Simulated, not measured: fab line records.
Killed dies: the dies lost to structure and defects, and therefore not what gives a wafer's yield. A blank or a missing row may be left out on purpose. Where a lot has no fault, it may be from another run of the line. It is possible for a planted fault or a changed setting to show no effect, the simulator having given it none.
8D (eight disciplines) problem report, filled in by code :: flow berkeley cmos170 :: the parts of the form that need people (team, actions taken, sign-off) are left out

1. PROBLEM STATEMENT
Mean NVT_TW at UCB170_NVT_TW_MEAS_09: 442 over 9 wafers in 3 lots; fault-free wafers: 526, standard deviation 4.1. That is -20 standard deviations from the usual mean.
First seen on wafer L747.2, day 7 18:04, on film metro-04. The record holds 45 wafers of 15 lots with a number at this step. Rule for "out" (also "out of limits"): further than 4 standard deviations from the usual mean. All remaining wafers that have a number are taken as sound.

2. WHAT IT IS, AND WHAT IT ISN'T
question: which readings at this step
is: NVT_TW
is not: -

question: which lots
is: L747, L750, L752
is not: L738, L740, L741, L742, L743, L744, L745, L748, L756, L757, L759, L760

question: which wafers of those lots
is: all that have a number
is not: -

question: read on which gauges
is: film metro-03, film metro-04
is not: film metro-02

question: when
is: from day 7 18:04
is not: up to then (21 sound wafers); but 15 sound wafers of L748, L756, L757, L759, L760 came after

3. SUSPECTS, AND WHAT RULES EACH OUT
Counting: any tool at a process step up to the reading is kept as a suspect provided that every lot that is out went through it and no sound lot did after the first of them.
- ruled out: the gauge at UCB170_NVT_TW_MEAS_09. 2 gauges (film metro-03, film metro-04) read the wafers that are out.
- implanter-02 at UCB170_NVT_IMPLANT_07: kept. It processed each lot that is out, first L747 at day 7 17:50, and no sound lot thereafter; up to then, the last sound lot it processed was L744 at day 7 10:23. Its own readings are out on those wafers: dose ions cm2, faraday current uA.
After counting, what remains is implanter-02 at UCB170_NVT_IMPLANT_07.

4. THE CAUSE (what the simulator had put in)
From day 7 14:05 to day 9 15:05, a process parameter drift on implanter-02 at UCB170_NVT_IMPLANT_07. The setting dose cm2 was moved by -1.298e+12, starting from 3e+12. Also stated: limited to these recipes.
The count eliminated every tool but this one.

5. THE CHAIN OF EFFECTS, in route order
Each row: a reading whose mean over the struck wafers that have a number lies more than 3 standard deviations from the usual. Readings are gone through only where the record gives a usual standard deviation; hours: the median, over the lots, of the time from a lot's start at the first step in this table giving one to that lot's start at this step; sigmas: the change measured in usual standard deviations.
hours: 0
step: UCB170_NVT_IMPLANT_07
reading: dose ions cm2
usual: 2.999e+12
on struck wafers: 1.703e+12
change: -1.296e+12
sigmas: -99 or more

hours: 0
step: UCB170_NVT_IMPLANT_07
reading: faraday current uA
usual: 9.50
on struck wafers: 5.36
change: -4.14
sigmas: -21

hours: 0
step: UCB170_NVT_TW_MEAS_09
reading: NVT_TW
usual: 526
on struck wafers: 442
change: -84
sigmas: -20
Here are the process steps it includes:
- UCB170_NVT_IMPLANT_07

6. WHAT WOULD HAVE CAUGHT IT SOONER
The first out-of-limits reading at a measuring or inspecting step in this record came at day 7 18:04, 4 hours after the fault's start at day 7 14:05.
At UCB170_NVT_IMPLANT_07, the tool's own readings (dose ions cm2, faraday current uA) were out on each struck wafer the step has a row for, so an alarm limit on them would have fired on the first such wafer.
Among the 3 lots that are out, L750, L752 began UCB170_NVT_IMPLANT_07 on implanter-02 after day 7 18:04. A hold on the tool at that time would have spared those 2.
